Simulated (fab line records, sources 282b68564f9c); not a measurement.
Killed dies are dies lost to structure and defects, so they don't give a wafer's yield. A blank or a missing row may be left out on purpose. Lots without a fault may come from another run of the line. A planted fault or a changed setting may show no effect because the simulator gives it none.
Which tool did it? | flow rit_cmos | 15 lots, 45 wafers sampled, at 2 steps of a route of 202

WHAT THE GAUGES READ, wafer by wafer
The record holds no reading of a measuring or inspecting step that can be judged against a usual standard deviation.

WHICH TOOL RAN EACH LOT (tool, then ch and the chambers of the sampled wafers, then the start)
lot  | RIT_SPACER_CLEAN_01            | RIT_M1_PROBE_99
L187 | wet_bench-03 ch 1, day 2 18:59 | -
L189 | wet_bench-03 ch 3, day 3 06:07 | -
L190 | wet_bench-02 ch 1, day 3 11:45 | -
L192 | wet_bench-03 ch 1, day 3 20:13 | -
L193 | wet_bench-02 ch 1, day 4 00:49 | -
L195 | wet_bench-02 ch 3, day 4 12:38 | -
L196 | wet_bench-02 ch 1, day 4 16:33 | prober-01, day 5 06:05
L197 | wet_bench-03 ch 0, day 4 21:26 | prober-02, day 5 10:51
L198 | wet_bench-02 ch 3, day 5 01:46 | -
L203 | wet_bench-03 ch 0, day 6 03:40 | -
L204 | wet_bench-02 ch 3, day 6 08:01 | -
L206 | wet_bench-02 ch 3, day 6 18:35 | -
L207 | wet_bench-01 ch 3, day 7 00:13 | -
L208 | wet_bench-01 ch 0, day 7 04:25 | -
L209 | wet_bench-02 ch 2, day 7 09:26 | -
- RIT_SPACER_CLEAN_01: cleans in dHF, time 30 s.
- RIT_M1_PROBE_99

WHAT THE TOOLS THEMSELVES READ (means of the sampled wafers that have a number; where no wafer has one, the mark that the record gives instead)
RIT_SPACER_CLEAN_01. Usual: run_length_s 58.5 s, standard deviation 2.7.
lot  | tool         | run_length_s (s) | flag
L187 | wet_bench-03 | 56.6             |
L189 | wet_bench-03 | 55.7             |
L190 | wet_bench-02 | 62.6             |
L192 | wet_bench-03 | 56.8             |
L193 | wet_bench-02 | 63.7             |
L195 | wet_bench-02 | 55.8             |
L196 | wet_bench-02 | -                | OFF
L197 | wet_bench-03 | -                | OFF
L198 | wet_bench-02 | -                | OFF
L203 | wet_bench-03 | 56.3             |
L204 | wet_bench-02 | 56.0             |
L206 | wet_bench-02 | 61.4             |
L207 | wet_bench-01 | 56.1             |
L208 | wet_bench-01 | 57.9             |
L209 | wet_bench-02 | 61.8             |

RIT_M1_PROBE_99. Usual: killed_at_M0_to_M3 0.0, standard deviation 0.14; killed_at_contacts 0.1, standard deviation 0.36; killed_at_front_end 7, standard deviation 3.4; killed_dies 7, standard deviation 3.4; killed_open 3.3, standard deviation 2; killed_short 3.8, standard deviation 2.4.
lot  | tool      | killed_at_M0_to_M3 | killed_at_contacts | killed_at_front_end | killed_dies | killed_open | killed_short | flag
L196 | prober-01 | 0.0                | 2.0                | 5                   | 7           | 5.0         | 2.0          | OFF
L197 | prober-02 | 0.0                | 0.0                | 11                  | 11          | 3.0         | 8.0          |

THE ANSWER, worked out from the rows above alone
Rule: a lot is off if the mean of its wafers that have a number lies more than 3 standard deviations from the usual mean. A lot without any number at a reading at which 4 lots or more have one is off too. The other lots that the step has rows for count as sound. The gauges are gone through in route order, then the tools' own readings, and for those a lot's mean is taken as printed above. The first step at which some lot is off is used, and at that step the reading that is off furthest; a lot without a number counts as furthest.
Off: L196, L197, L198, at RIT_SPACER_CLEAN_01 (run_length_s). Without a number there: L196, L197, L198.
A tool fits if, at that step or a process step before it, it ran every lot that is off, and no sound lot after the first of them. None of those tried fits.

WHAT THE SIMULATOR HAD PUT IN
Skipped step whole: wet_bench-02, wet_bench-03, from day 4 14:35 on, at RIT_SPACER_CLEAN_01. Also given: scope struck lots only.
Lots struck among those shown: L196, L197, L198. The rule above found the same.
